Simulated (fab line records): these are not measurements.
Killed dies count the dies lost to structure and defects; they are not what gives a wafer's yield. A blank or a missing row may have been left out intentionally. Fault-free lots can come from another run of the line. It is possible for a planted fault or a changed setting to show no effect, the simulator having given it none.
Matching of chambers | flow berkeley cmos170 | 4 sister chambers for UCB170_V2_ETCH_14 on rie diel-03
The step etches SiO2 in CHF3/CF4/Ar, stops on Al, target depth 1250 nm, time 291 s. 8 wafers are shown with their chamber, then 7 later ones without.

== WAFERS PAIRED WITH THEIR CHAMBERS ==
wafer  | chamber | throttle valve pct (%) | drypump motor current A (A)
L883.1 | 0       | 7.13                   | 5.6
L883.2 | 1       | 6.86                   | 5.5
L883.5 | 2       | 7.11                   | 5.7
L885.2 | 2       | 7.10                   | 5.6
L885.3 | 1       | 6.87                   | 5.4
L885.5 | 3       | 6.84                   | 5.0
L889.2 | 3       | 6.85                   | 5.0
L889.4 | 0       | 7.13                   | 5.7

== WAFERS WITHOUT THEIR CHAMBER ==
wafer  | throttle valve pct (%) | drypump motor current A (A)
L889.6 | 6.83                   | 5.0
L890.2 | 6.86                   | 5.5
L890.4 | 6.86                   | 5.5
L890.6 | 7.13                   | 5.7
L888.2 | 6.83                   | 5.0
L888.3 | 7.10                   | 5.7
L888.6 | 6.84                   | 5.0

== WHICH CHAMBER EACH WENT THROUGH ==
wafer  | from the rows above | in truth
L889.6 | 3                   | 3
L890.2 | 1                   | 1
L890.4 | 1                   | 1
L890.6 | 0                   | 0
L888.2 | 3                   | 3
L888.3 | 2                   | 2
L888.6 | 3                   | 3
7 of 7 placed correctly. Not placeable from these rows: 0. Wrongly placed: 0.
How it was worked out, from the rows above alone: a wafer's distance from a chamber is the root of the sum, over the readings, of the square of ((its reading less the chamber's mean) divided by the reading's scatter). The wafer belongs to the nearest chamber; if the next one is less than 2 further off, it can't be placed. A chamber's mean is the mean of its shown wafers. The scatter: take each reading less its chamber's mean, square it, sum over the shown wafers, divide by the number of wafers less the number of chambers, and take the root.
